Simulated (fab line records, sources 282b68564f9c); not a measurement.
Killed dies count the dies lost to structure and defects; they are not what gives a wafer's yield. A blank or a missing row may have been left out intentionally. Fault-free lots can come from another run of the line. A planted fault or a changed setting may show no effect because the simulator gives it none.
What tool caused it? :: flow rit cmos :: 15 lots with 45 wafers sampled at 5 steps, on a route of 202 steps

## WHAT THE GAUGES READ, wafer by wafer
RIT_PRETRO_OVL_MEAS_06.
lot: L783
measured: day 2 07:22
on: overlay-02
PRETRO_OVL (nm): -3.1 -2.3 -0.8

lot: L784
measured: day 2 13:55
on: overlay-02
PRETRO_OVL (nm): 1.6 2.5 0.2

lot: L785
measured: day 2 20:34
on: overlay-01
PRETRO_OVL (nm): -0.5 1.5 0.4

lot: L786
measured: day 3 01:58
on: overlay-01
PRETRO_OVL (nm): 0.0 0.3 1.0

lot: L787
measured: day 3 07:54
on: overlay-02
PRETRO_OVL (nm): 2.7 1.2 0.6

lot: L789
measured: day 3 15:38
on: overlay-01
PRETRO_OVL (nm): -1.2 -0.5 -3.5

lot: L791
measured: day 4 04:55
on: overlay-02
PRETRO_OVL (nm): 1.2 1.8 0.5

lot: L792
measured: day 4 10:33
on: overlay-01
PRETRO_OVL (nm): -3.0 -2.7 -3.2

lot: L793
measured: day 4 10:53
on: overlay-01
PRETRO_OVL (nm): 1.0 -0.1 -1.0

lot: L795
measured: day 4 22:23
on: overlay-02
PRETRO_OVL (nm): 0.7 0.6 1.1

lot: L799
measured: day 5 17:14
on: overlay-01
PRETRO_OVL (nm): -0.5 0.0 2.1

lot: L801
measured: day 6 02:37
on: overlay-01
PRETRO_OVL (nm): -1.2 -1.6 -1.5

lot: L802
measured: day 6 07:34
on: overlay-01
PRETRO_OVL (nm): 2.2 1.0 1.2

lot: L803
measured: day 6 13:53
on: overlay-02
PRETRO_OVL (nm): -0.7 1.9 2.4

lot: L805
measured: day 7 01:51
on: overlay-02
PRETRO_OVL (nm): 0.6 0.4 -0.5

RIT_PSD_OVL_MEAS_06.
lot: L783
measured: day 3 05:50
on: overlay-01
PSD_OVL (nm): 0.1 0.6 0.6

lot: L784
measured: day 3 10:02
on: overlay-02
PSD_OVL (nm): 1.3 1.8 0.4

lot: L785
measured: day 3 16:44
on: overlay-02
PSD_OVL (nm): 0.8 0.2 0.6

lot: L786
measured: day 4 00:28
on: overlay-02
PSD_OVL (nm): 2.8 2.9 2.6

lot: L787
measured: day 4 09:49
on: overlay-01
PSD_OVL (nm): -0.2 -1.1 -0.9

lot: L789
measured: day 4 11:53
on: overlay-01
PSD_OVL (nm): 0.1 0.1 1.1

lot: L791
measured: day 4 23:38
on: overlay-01
PSD_OVL (nm): -1.1 -0.8 -2.2

lot: L792
measured: day 5 06:16
on: overlay-01
PSD_OVL (nm): -1.3 -0.7 -0.3

lot: L793
measured: day 5 08:03
on: overlay-02
PSD_OVL (nm): 1.1 1.3 2.2

lot: L795
measured: day 5 17:48
on: overlay-02
PSD_OVL (nm): 0.4 0.9 -2.3

lot: L799
measured: day 6 10:28
on: overlay-02
PSD_OVL (nm): 1.9 0.4 0.0

lot: L801
measured: day 7 00:40
on: overlay-02
PSD_OVL (nm): 0.9 1.2 1.6

lot: L802
measured: day 7 04:04
on: overlay-01
PSD_OVL (nm): 0.8 1.0 1.6

lot: L803
measured: day 7 09:50
on: overlay-02
PSD_OVL (nm): -1.1 -0.5 -1.6

lot: L805
measured: day 7 20:14
on: overlay-01
PSD_OVL (nm): -0.7 0.1 0.3

RIT_SDANNEAL_RS_MEAS_04: a four-point-probe measurement.
lot: L783
measured: day 3 06:52
on: film metro-04
PSD_RS (ohm/sq): 115.7 115.7 115.7

lot: L784
measured: day 3 11:05
on: film metro-03
PSD_RS (ohm/sq): 115.3 115.5 115.6

lot: L785
measured: day 3 17:46
on: film metro-03
PSD_RS (ohm/sq): 115.5 115.4 115.7

lot: L786
measured: day 4 01:30
on: film metro-04
PSD_RS (ohm/sq): 115.4 115.7 115.9

lot: L787
measured: day 4 11:10
on: film metro-04
PSD_RS (ohm/sq): 116.2 116.1 116.2

lot: L789
measured: day 4 12:53
on: film metro-03
PSD_RS (ohm/sq): 115.8 115.8 115.5

lot: L791
measured: day 5 00:39
on: film metro-04
PSD_RS (ohm/sq): 116.0 115.8 115.8

lot: L792
measured: day 5 07:15
on: film metro-02
PSD_RS (ohm/sq): 115.6 116.1 115.7

lot: L793
measured: day 5 09:04
on: film metro-03
PSD_RS (ohm/sq): 116.3 116.6 116.2

lot: L795
measured: day 5 18:52
on: film metro-03
PSD_RS (ohm/sq): 116.0 116.1 116.3

lot: L799
measured: day 6 11:28
on: film metro-03
PSD_RS (ohm/sq): 115.9 115.8 116.0

lot: L801
measured: day 7 02:05
on: film metro-04
PSD_RS (ohm/sq): 114.1 114.1 114.0

lot: L802
measured: day 7 05:22
on: film metro-03
PSD_RS (ohm/sq): 115.9 116.2 115.9

lot: L803
measured: day 7 10:52
on: film metro-03
PSD_RS (ohm/sq): 114.8 114.5 114.6

lot: L805
measured: day 7 21:20
on: film metro-04
PSD_RS (ohm/sq): 114.1 114.2 114.1

## WHAT TOOL EACH LOT RAN ON (gives the tool, then ch and the chambers of the sampled wafers, and finally the start)
lot: L783
RIT_NWELL_STRIP_09: plasma asher-01 ch 0,1, day 1 21:25
RIT_PSD_IMPLANT_08: implanter-03 ch 0, day 3 06:04

lot: L784
RIT_NWELL_STRIP_09: plasma asher-02 ch 0, day 2 03:26
RIT_PSD_IMPLANT_08: implanter-04 ch 0, day 3 10:15

lot: L785
RIT_NWELL_STRIP_09: plasma asher-01 ch 0,1, day 2 10:59
RIT_PSD_IMPLANT_08: implanter-03 ch 0, day 3 16:55

lot: L786
RIT_NWELL_STRIP_09: plasma asher-02 ch 0,1, day 2 14:56
RIT_PSD_IMPLANT_08: implanter-01 ch 0, day 4 00:41

lot: L787
RIT_NWELL_STRIP_09: plasma asher-04 ch 0,1, day 2 22:08
RIT_PSD_IMPLANT_08: implanter-04 ch 0, day 4 10:19

lot: L789
RIT_NWELL_STRIP_09: plasma asher-02 ch 0,1, day 3 04:22
RIT_PSD_IMPLANT_08: implanter-03 ch 0, day 4 12:04

lot: L791
RIT_NWELL_STRIP_09: plasma asher-01 ch 0,1, day 3 18:58
RIT_PSD_IMPLANT_08: implanter-01 ch 0, day 4 23:50

lot: L792
RIT_NWELL_STRIP_09: plasma asher-04 ch 0,1, day 3 23:10
RIT_PSD_IMPLANT_08: implanter-01 ch 0, day 5 06:26

lot: L793
RIT_NWELL_STRIP_09: plasma asher-02 ch 1, day 4 00:09
RIT_PSD_IMPLANT_08: implanter-01 ch 0, day 5 08:16

lot: L795
RIT_NWELL_STRIP_09: plasma asher-01 ch 0,1, day 4 11:16
RIT_PSD_IMPLANT_08: implanter-01 ch 0, day 5 17:59

lot: L799
RIT_NWELL_STRIP_09: plasma asher-01 ch 0,1, day 5 06:51
RIT_PSD_IMPLANT_08: implanter-04 ch 0, day 6 10:38

lot: L801
RIT_NWELL_STRIP_09: plasma asher-04 ch 0,1, day 5 16:54
RIT_PSD_IMPLANT_08: implanter-03 ch 0, day 7 00:52

lot: L802
RIT_NWELL_STRIP_09: plasma asher-02 ch 0, day 5 20:25
RIT_PSD_IMPLANT_08: implanter-04 ch 0, day 7 04:21

lot: L803
RIT_NWELL_STRIP_09: plasma asher-02 ch 0,1, day 6 02:23
RIT_PSD_IMPLANT_08: implanter-03 ch 0, day 7 10:02

lot: L805
RIT_NWELL_STRIP_09: plasma asher-01 ch 0,1, day 6 15:16
RIT_PSD_IMPLANT_08: implanter-03 ch 0, day 7 20:25
- RIT_NWELL_STRIP_09: strips in O2, time 180 s.
- RIT_PSD_IMPLANT_08

## WHAT THE TOOLS THEMSELVES READ (means of the sampled wafers that have a number; where no wafer has one, the mark that the record gives instead)
RIT_NWELL_STRIP_09.
lot: L783
tool: plasma asher-01
drypump motor current A (A): 5.8

lot: L784
tool: plasma asher-02
drypump motor current A (A): 5.7

lot: L785
tool: plasma asher-01
drypump motor current A (A): 5.8

lot: L786
tool: plasma asher-02
drypump motor current A (A): 5.8

lot: L787
tool: plasma asher-04
drypump motor current A (A): 5.2

lot: L789
tool: plasma asher-02
drypump motor current A (A): 5.8

lot: L791
tool: plasma asher-01
drypump motor current A (A): 6.0

lot: L792
tool: plasma asher-04
drypump motor current A (A): 5.2

lot: L793
tool: plasma asher-02
drypump motor current A (A): 5.9

lot: L795
tool: plasma asher-01
drypump motor current A (A): 6.0

lot: L799
tool: plasma asher-01
drypump motor current A (A): 6.0

lot: L801
tool: plasma asher-04
drypump motor current A (A): 5.2

lot: L802
tool: plasma asher-02
drypump motor current A (A): 5.7

lot: L803
tool: plasma asher-02
drypump motor current A (A): 5.8

lot: L805
tool: plasma asher-01
drypump motor current A (A): 5.8

RIT_PSD_IMPLANT_08.
lot: L783
tool: implanter-03
beam energy keV: 26.985

lot: L784
tool: implanter-04
beam energy keV: 26.997

lot: L785
tool: implanter-03
beam energy keV: 27.009

lot: L786
tool: implanter-01
beam energy keV: 26.995

lot: L787
tool: implanter-04
beam energy keV: 27.001

lot: L789
tool: implanter-03
beam energy keV: 26.998

lot: L791
tool: implanter-01
beam energy keV: 27.007

lot: L792
tool: implanter-01
beam energy keV: 27.006

lot: L793
tool: implanter-01
beam energy keV: 26.993

lot: L795
tool: implanter-01
beam energy keV: 26.997

lot: L799
tool: implanter-04
beam energy keV: 26.997

lot: L801
tool: implanter-03
beam energy keV: 27.779

lot: L802
tool: implanter-04
beam energy keV: 27.004

lot: L803
tool: implanter-03
beam energy keV: 27.772

lot: L805
tool: implanter-03
beam energy keV: 27.756

## THE ANSWER, worked out from the rows above alone
Rule: the usual values come from the lots themselves. Put in order of their means at a reading, lots are off if they are a third of the lots or fewer, leave a main group of 4 or more, and stand apart from it by a gap of 3 or more times the standard deviation of the main group's means; of several such gaps the widest counts. A main group is skipped when, at the precision printed for the reading in the tables above, its means are all equal. Also off: a lot with no number at a reading for which 4 or more lots have one. All remaining lots with rows at the step are treated as sound. After the gauges, taken in route order, come the tools' own readings; for these a lot's mean is taken, as printed above. At the first step where some lot is off, the reading lying furthest off is the one used; lots without a number count as furthest.
Off: at RIT_SDANNEAL_RS_MEAS_04 (PSD_RS), L801, L803, L805. For the main group the mean is 115.9 ohm/sq and the standard deviation 0.26.
If a tool, at a process step before that reading, ran all the lots that are off and no sound lot after the first of them, it fits. The gauges at RIT_SDANNEAL_RS_MEAS_04 aren't tried: what is off there is off at RIT_PSD_IMPLANT_08 too, on other tools, and a gauge's error can't cause that. One fits: RIT_PSD_IMPLANT_08 on implanter-03. A fault onset in the window from L789 (day 4 12:04, its last sound lot) to L801 (day 7 00:52, its first lot off) fits.
On the lots that are off, the tool's own readings at RIT_PSD_IMPLANT_08 differ by more than 5 times the standard deviation of the sound lots' means, which bears it out; beam energy keV reads 27.769 there versus 26.999 on the sound lots.

## WHAT HAD BEEN PUT IN BY THE SIMULATOR
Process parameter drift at RIT_PSD_IMPLANT_08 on implanter-03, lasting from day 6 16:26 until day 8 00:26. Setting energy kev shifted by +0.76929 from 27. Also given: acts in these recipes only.
Shown lots that were struck: L801, L803, L805. The rule above reached the same finding.
